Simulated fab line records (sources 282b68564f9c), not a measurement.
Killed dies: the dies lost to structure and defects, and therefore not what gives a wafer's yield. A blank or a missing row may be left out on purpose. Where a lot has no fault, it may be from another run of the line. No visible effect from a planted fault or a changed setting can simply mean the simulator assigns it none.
Struck lot and sound lot, side by side + flow ritCmos + 21 out of 202 route steps
Sound: these wafers, L351.2, L351.3, L351.4. Struck: wafers L363.1, L363.2, L363.6. The cause is given at the end.
Each step with rows lists, per side, the tool, then ch with its chambers, then its first start. Under that, the readings that differ: sound wafers + struck wafers + difference of the means + sigmas: that difference in standard deviations of wafers without a fault.
alike: words and numbers the same on both sides, and readings whose means are apart by under 2 such deviations; not compared: readings that were withheld, readings missing a value for some wafer, numbers with overlapping values and no deviation given by the record, and bounds like >300 which may hide the same value.
The two part at a step that has a row with sigmas, a row that says differs or no value, or rows on one side only. Non-overlapping numbers with no deviation appear without sigmas and do not part them. A reading that every wafer of one side lacks parts them only if that side has two wafers or more.

first, 1 step without rows for these wafers: RIT_SILICIDE_WET_ETCH_00 (etches SiO2 in BOE, target depth 14 nm, time 15 s).
RIT_SILICIDE_SPUTTER_01: material Ti, target thk 30 nm, time 240 s.
  sound on pvdSputter-02, day 3 23:48; struck on pvdSputter-01, day 6 02:50
  alike: throttleValvePct
RIT_SILICIDE_RS_MEAS_02: a four-point-probe measurement.
  sound on filmMetro-02, day 3 23:58; struck on filmMetro-04, day 6 02:59
  alike: SILICIDE_TI_RS
RIT_SILICIDE_THK_MEAS_03: measures by xrf.
  sound on filmMetro-02, day 4 00:05; struck on filmMetro-04, day 6 03:07
  alike: SILICIDE_TI_THK
RIT_SILICIDE_RTA_04: time 10 s, ramp up 5 s, ramp down 5 s.
  sound on rtpAnneal-01 ch 0, day 4 00:08; struck on rtpAnneal-01 ch 0, day 6 03:10
  alike: annealTempCMax, wafer_temp_C_max
then, 1 step without rows for these wafers: RIT_SILICIDE_WET_ETCH_05 (etches Ti in SPM, time 120 s).
RIT_SILICIDE_RTA_06: time 10 s, ramp up 5 s, ramp down 10 s.
  sound on rtpAnneal-02 ch 0, day 4 00:15; struck on rtpAnneal-02 ch 0, day 6 03:19
  alike: annealTempCMax, wafer_temp_C_max
RIT_CONTACT_CVD_00: deposits SiO2 from TEOS, target thk 400 nm, time 61 s.
  sound on pecvd-01 ch 0,2, day 4 00:18; struck on pecvd-01 ch 1,2, day 6 03:23
  alike: heaterPowerW, rfFwdPowerW
RIT_CONTACT_THK_MEAS_01:
  sound on filmMetro-01, day 4 00:22; struck on filmMetro-03, day 6 03:26
  alike: CONTACT_TEOS_THK
then, 3 steps without rows for these wafers: RIT_CONTACT_HMDS_02 (prime time 60 s); RIT_CONTACT_COAT_03 (resist thk 1000 nm); RIT_CONTACT_SOFTBAKE_04 (time 60 s).
RIT_CONTACT_EXPOSE_05: exposes mask M11, target cd 1000 nm.
  sound on ilineStepper-02 ch 0, day 4 00:53; struck on ilineStepper-02 ch 0, day 6 03:57
| reading | sound             | struck                     | difference | sigmas |
|---------|-------------------|----------------------------|------------|--------|
| mask    | M11#0 M11#0 M11#0 | M11_R1#0 M11_R1#0 M11_R1#0 | differs    |        |
  alike: exposureDoseMJCm2
then, 2 steps without rows for these wafers: RIT_CONTACT_PEB_06; RIT_CONTACT_DEVELOP_07 (develop time 120 s).
RIT_CONTACT_CD_MEAS_08: the cd target is 1000 nm.
  sound on cdSem-01, day 4 01:24; struck on cdSem-01, day 6 04:28
| reading   | sound             | struck               | difference | sigmas |
|-----------|-------------------|----------------------|------------|--------|
| cdNm (nm) | 999.7 999.9 999.8 | 1153.1 1154.5 1152.0 | +153.4     | +64    |
RIT_CONTACT_OVL_MEAS_09:
  sound on overlay-02, day 4 01:31; struck on overlay-01, day 6 04:35
  alike: CONTACT_OVL
then, 1 step without rows for these wafers: RIT_CONTACT_HARDBAKE_10 (time 60 s).
RIT_CONTACT_ETCH_11: etches SiO2 in CHF3/CF4/Ar, stops on TiSi2, target depth 480 nm, time 320 s.
  sound on rieDiel-03 ch 0,1,3, day 4 01:41; struck on rieDiel-02 ch 0,2, day 6 04:46
| reading                 | sound            | struck         | difference | sigmas |
|-------------------------|------------------|----------------|------------|--------|
| model.CONTACT.cdNm (nm) | 999.7 1000 999.8 | 1153 1155 1153 | +154       |        |
  alike: drypumpMotorCurrentA, oesProductAu, rfFwdPowerW, throttleValvePct
  not compared: rfHoursCounterH
RIT_CONTACT_STRIP_12: strips in O2, time 180 s.
  sound on plasmaAsher-04 ch 0,1, day 4 01:53; struck on plasmaAsher-04 ch 0,1, day 6 04:58
  alike: drypumpMotorCurrentA
  not compared: rfHoursCounterH
RIT_M1_PROBE_99:
  sound on prober-02, day 4 06:45; struck on prober-02, day 6 09:46
| reading          | sound | struck   | difference | sigmas      |
|------------------|-------|----------|------------|-------------|
| killedAtContacts | 0 0 0 | 52 63 58 | +58        | +99 or more |
| killedDies       | 5 3 5 | 60 68 64 | +60        | +20         |
  alike: killed_at_M0_to_M3, killedAtFrontEnd, killedOpen, killedShort

== WHERE THEY PART ==
First at RIT_CONTACT_EXPOSE_05; last, within this record, at RIT_M1_PROBE_99.

WHY: what had been put in by the simulator
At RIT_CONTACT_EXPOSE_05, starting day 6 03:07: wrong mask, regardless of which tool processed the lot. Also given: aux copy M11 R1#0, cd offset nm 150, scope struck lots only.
